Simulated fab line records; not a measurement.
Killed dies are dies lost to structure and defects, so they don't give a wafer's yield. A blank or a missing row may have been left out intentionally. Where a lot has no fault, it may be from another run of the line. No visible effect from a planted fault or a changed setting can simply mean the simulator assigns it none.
Check for tools in common + flow berkeley-cmos170 + Sample size 14 lots and 48 wafers

## WHAT PROMPTED THE OPENING
At UCB170_NWELL_THK_MEAS_05 the reading NWELL_NITRIDE_THK is flagged on 2 of 14 lots. Fault-free wafers read 224.7 nm, with a standard deviation of 2.1.
Rule: a lot is flagged when every wafer of it that has a number lies more than 4 standard deviations from that mean, or none has a number. All remaining lots are regarded as sound.

| lot  | measured    | on            | NWELL_NITRIDE_THK (nm), wafer by wafer | flag    |
|------|-------------|---------------|----------------------------------------|---------|
| L241 | day 2 13:35 | film-metro-04 | 218.8 220.4 220.8                      |         |
| L242 | day 2 13:37 | film-metro-01 | 223.5 225.9 224.9                      |         |
| L243 | day 3 00:11 | film-metro-03 | 225.5 226.4 225.7                      |         |
| L245 | day 3 13:13 | film-metro-04 | 228.9 226.2 227.9                      |         |
| L250 | day 4 08:48 | film-metro-04 | 342.2 340.0 340.6 342.5 339.7 340.6    | FLAGGED |
| L251 | day 4 17:41 | film-metro-03 | 225.0 224.2 221.4                      |         |
| L253 | day 5 03:22 | film-metro-03 | 342.5 343.6 343.6 342.5 343.5 343.2    | FLAGGED |
| L254 | day 5 11:10 | film-metro-03 | 224.8 224.8 223.5                      |         |
| L257 | day 6 00:02 | film-metro-04 | 224.9 226.2 225.7                      |         |
| L258 | day 6 00:05 | film-metro-03 | 226.3 226.8 225.9                      |         |
| L260 | day 6 09:58 | film-metro-03 | 226.0 225.7 225.4                      |         |
| L259 | day 6 09:59 | film-metro-04 | 225.5 224.9 225.0                      |         |
| L262 | day 6 23:56 | film-metro-03 | 226.8 224.5 226.7                      |         |
| L263 | day 6 23:57 | film-metro-04 | 229.4 228.3 229.9                      |         |
The mean of the flagged lots' numbers is 342.0 nm, +117.3 nm from the usual (+56 standard deviations).

## TOOL THAT RAN EACH LOT
The record keeps 1 process step preceding the reading, out of 331 steps on the route. Cell contents, in order: the tool; ch with the chambers the sampled wafers went through; the start.
| lot  | flag    | UCB170_NWELL_CVD_04        |
|------|---------|----------------------------|
| L241 |         | lpcvd-02 ch 0, day 2 11:40 |
| L242 |         | lpcvd-02 ch 1, day 2 11:40 |
| L243 |         | lpcvd-01 ch 0, day 2 22:13 |
| L245 |         | lpcvd-01 ch 0, day 3 11:17 |
| L250 | FLAGGED | lpcvd-02 ch 1, day 4 06:52 |
| L251 |         | lpcvd-01 ch 1, day 4 15:44 |
| L253 | FLAGGED | lpcvd-02 ch 1, day 5 01:26 |
| L254 |         | lpcvd-02 ch 0, day 5 09:13 |
| L257 |         | lpcvd-01 ch 1, day 5 21:07 |
| L258 |         | lpcvd-01 ch 1, day 5 21:07 |
| L260 |         | lpcvd-01 ch 0, day 6 08:01 |
| L259 |         | lpcvd-01 ch 0, day 6 08:01 |
| L262 |         | lpcvd-01 ch 0, day 6 22:00 |
| L263 |         | lpcvd-01 ch 1, day 6 22:00 |
What is done by these steps:
- UCB170_NWELL_CVD_04: deposits Si3N4 from SiH2Cl2/NH3, target thk 224 nm, time 3360 s.
- UCB170_NWELL_THK_MEAS_05

## FLAGGED AGAINST TOTAL, ONE TOOL AT A TIME (gauges that did the reading follow at the end)
| step                     | tool          | lots run | flagged | share of the flagged lots | sound lots run after its first flagged lot |
|--------------------------|---------------|----------|---------|---------------------------|--------------------------------------------|
| UCB170_NWELL_CVD_04      | lpcvd-01      | 9        | 0       | none                      | -                                          |
| UCB170_NWELL_CVD_04      | lpcvd-02      | 5        | 2       | all                       | 1 (L254)                                   |
| UCB170_NWELL_THK_MEAS_05 | film-metro-01 | 1        | 0       | none                      | -                                          |
| UCB170_NWELL_THK_MEAS_05 | film-metro-03 | 7        | 1       | some                      | 4 (L254,L258,L260,L262)                    |
| UCB170_NWELL_THK_MEAS_05 | film-metro-04 | 6        | 1       | some                      | 3 (L257,L259,L263)                         |

## WHAT THE TABLE PERMITS
In the table, 1 row covers all flagged lots: lpcvd-02 at UCB170_NWELL_CVD_04.
- lpcvd-02 at UCB170_NWELL_CVD_04: 2 of its 5 lots flagged. Sound lots ran on it after the first flagged one (L254), which a lasting fault on the whole tool wouldn't allow.
There is no row in the table that ran each flagged lot and no sound lot after the first.

## WHAT WAS PUT IN BY THE SIMULATOR
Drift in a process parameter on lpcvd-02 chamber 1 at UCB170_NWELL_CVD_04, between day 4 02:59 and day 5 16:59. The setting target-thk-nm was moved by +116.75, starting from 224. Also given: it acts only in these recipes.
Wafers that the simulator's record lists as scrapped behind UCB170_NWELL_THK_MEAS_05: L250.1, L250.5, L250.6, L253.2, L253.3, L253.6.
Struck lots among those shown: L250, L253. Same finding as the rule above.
